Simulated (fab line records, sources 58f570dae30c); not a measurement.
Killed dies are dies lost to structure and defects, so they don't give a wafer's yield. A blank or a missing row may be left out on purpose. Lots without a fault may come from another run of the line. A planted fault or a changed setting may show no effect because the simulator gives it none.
A struck lot beside a sound one | flow berkeley_cmos170 | 16 steps out of a route of 331
Sound: wafers L856.2, L856.3, L856.6. Struck: wafers L868.1, L868.2, L868.3. The cause comes at the end.
At each step with rows: each side's tool, then ch and its chambers, then its first start. Under that, the readings that differ: sound wafers | struck wafers | difference of the means | sigmas: that difference in standard deviations of wafers without a fault.
alike: readings whose means differ by less than 2 such deviations, and words and numbers that are the same on both sides. not compared: withheld readings, readings that some wafer has no value for, bounds like >300 that may hide the same value, and numbers for which the record gives no deviation and whose values overlap.
The two part at a step that has a row with sigmas, a row that says differs or no value, or rows on one side only. Numbers that don't overlap but have no deviation are shown without sigmas and don't part them. A reading that every wafer of one side lacks parts them only if that side has two wafers or more.

UCB170_V1_CMP_02: polishes SiO2.
  sound on cmp-01 ch 1,2, day 8 22:08; struck on cmp-01 ch 1,2,3, day 11 08:33
  alike: motor_current_A
UCB170_V1_BOW_MEAS_03:
  sound on film_metro-02, day 8 22:28; struck on film_metro-04, day 11 08:48
  alike: V1_BOW
UCB170_V1_THK_MEAS_04:
  sound on film_metro-02, day 8 22:34; struck on film_metro-04, day 11 08:55
  alike: V1_POLISHED_THK
then, 7 steps without rows for these wafers: UCB170_V1_CLEAN_05 (cleans in DIW); UCB170_V1_HMDS_06 (prime time 60 s); UCB170_V1_COAT_07 (resist thk 900 nm); UCB170_V1_SOFTBAKE_08 (time 60 s); UCB170_V1_EXPOSE_09 (exposes mask VIA1, target cd 700 nm); UCB170_V1_PEB_10; UCB170_V1_DEVELOP_11 (develop time 45 s).
UCB170_V1_CD_MEAS_12: target cd 700 nm.
  sound on cd_sem-02, day 9 03:11; struck on cd_sem-01, day 11 10:13
  alike: cd_nm
UCB170_V1_OVL_MEAS_13:
  sound on overlay-01, day 9 03:18; struck on overlay-02, day 11 10:20
  alike: V1_OVL
UCB170_V1_ETCH_14: etches SiO2 in CHF3/CF4/Ar, stops on Al, target depth 1250 nm, time 291 s.
  sound on rie_diel-04 ch 0,1,2, day 9 03:20; struck on rie_diel-01 ch 0,2,3, day 11 10:22
  reading                             | sound             | struck                  | difference | sigmas
  oes_product_au (a.u.)               | 0.896 0.880 0.844 | 0.804 0.799 0.779       | -0.079     | -5
  over_etch_frac                      | 0.25 0.25 0.25    | 0.52698 0.52698 0.52698 | +0.27698   |
  model.KrF_of_V1_COAT_07.thk_nm (nm) | 602.2 611 607.6   | 538.5 545.5 544.8       | -64.0      |
  model.V1.feature_depth_nm (nm)      | 1001 1002 1001    | 1010 1008 1009          | +8         |
  alike: drypump_motor_current_A, throttle_valve_pct
  not compared: rf_hours_counter_h
UCB170_V1_STRIP_15: strips in O2.
  sound on plasma_asher-03 ch 1, day 9 03:30; struck on plasma_asher-02 ch 0,1, day 11 10:33
  reading                      | sound             | struck            | difference | sigmas
  strip_time_to_endpoint_s (s) | 15.10 15.32 15.26 | 13.62 13.79 13.76 | -1.50      | -14
  alike: drypump_motor_current_A, oes_product_au
  not compared: rf_hours_counter_h
UCB170_V1_CD_MEAS_90: target cd 700 nm.
  sound on cd_sem-01, day 9 03:37; struck on cd_sem-02, day 11 10:39
  alike: cd_nm
UCB170_M3_PROBE_99:
  the record has rows for the struck wafers here (prober-01, day 11 21:40) and none for the sound ones

WHERE THEY PART
First at UCB170_V1_ETCH_14; last, within this record, at UCB170_M3_PROBE_99.

WHY: what the simulator had put in
Process parameter drift: rie_diel-01, from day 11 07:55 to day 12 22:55, at UCB170_V1_ETCH_14. Setting over_etch_frac, moved by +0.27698, from 0.25. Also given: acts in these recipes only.
